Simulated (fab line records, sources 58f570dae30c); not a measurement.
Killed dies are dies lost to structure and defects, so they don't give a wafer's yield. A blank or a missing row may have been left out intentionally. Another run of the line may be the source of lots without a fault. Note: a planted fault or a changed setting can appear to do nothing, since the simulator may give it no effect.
Which of the tools did it?    flow berkeley-cmos170    Sampling: 7 lots, 21 wafers, 3 of 331 route steps

WHAT EACH GAUGE READ, for each wafer
UCB170_PWELL_OVL_MEAS_13.
lot   measured     on          PWELL_OVL (nm)
L898  day 3 23:59  overlay-02  -4 -6 -15
L903  day 5 00:15  overlay-02  -12 -16 -12
L905  day 5 14:43  overlay-02  -5 -4 -1
L907  day 6 00:48  overlay-02  -10 -13 -7
L915  day 7 03:05  overlay-02  -9 -13 -4
L917  day 7 10:41  overlay-01  -1 -2 -13
L919  day 8 06:22  overlay-02  -5 -15 -11

TOOL THAT RAN EACH LOT (tool first, then ch and the chambers of the sampled wafers, then the start)
lot   UCB170_START_CLEAN_01           UCB170_ZERO_STRIP_07
L898  wet-bench-02 ch 2, day 1 20:07  plasma-asher-02 ch 0,1, day 2 07:50
L903  wet-bench-02 ch 2, day 2 21:07  plasma-asher-04 ch 0,1, day 3 10:14
L905  wet-bench-01 ch 2, day 3 07:07  plasma-asher-04 ch 0, day 3 22:56
L907  wet-bench-03 ch 3, day 3 17:07  plasma-asher-02 ch 0,1, day 4 07:13
L915  wet-bench-02 ch 3, day 5 09:07  plasma-asher-03 ch 0,1, day 5 19:30
L917  wet-bench-02 ch 3, day 5 19:31  plasma-asher-02 ch 0, day 6 05:01
L919  wet-bench-01 ch 3, day 6 05:07  plasma-asher-02 ch 0,1, day 6 15:02
- UCB170_START_CLEAN_01: cleans in dHF, time 60 s.
- UCB170_ZERO_STRIP_07: strips in O2.

THE ANSWER, worked out from the rows above alone
Rule: the usual values come from the lots themselves. The widest of any qualifying gaps counts: lots, ordered by their means at a reading, are off when they make up no more than a third of the lots, leave a main group of 4 or more, and stand apart from it by 3 or more times the standard deviation of that group's means. If all means in a main group match to the digits the tables above print for the reading, that group is not used. A lot without any number at a reading at which 4 lots or more have one is off too. Any other lot the step has rows for is counted as sound.
None of the lots is off at any reading shown; this tells nothing.

WHAT THE SIMULATOR HAD PUT IN
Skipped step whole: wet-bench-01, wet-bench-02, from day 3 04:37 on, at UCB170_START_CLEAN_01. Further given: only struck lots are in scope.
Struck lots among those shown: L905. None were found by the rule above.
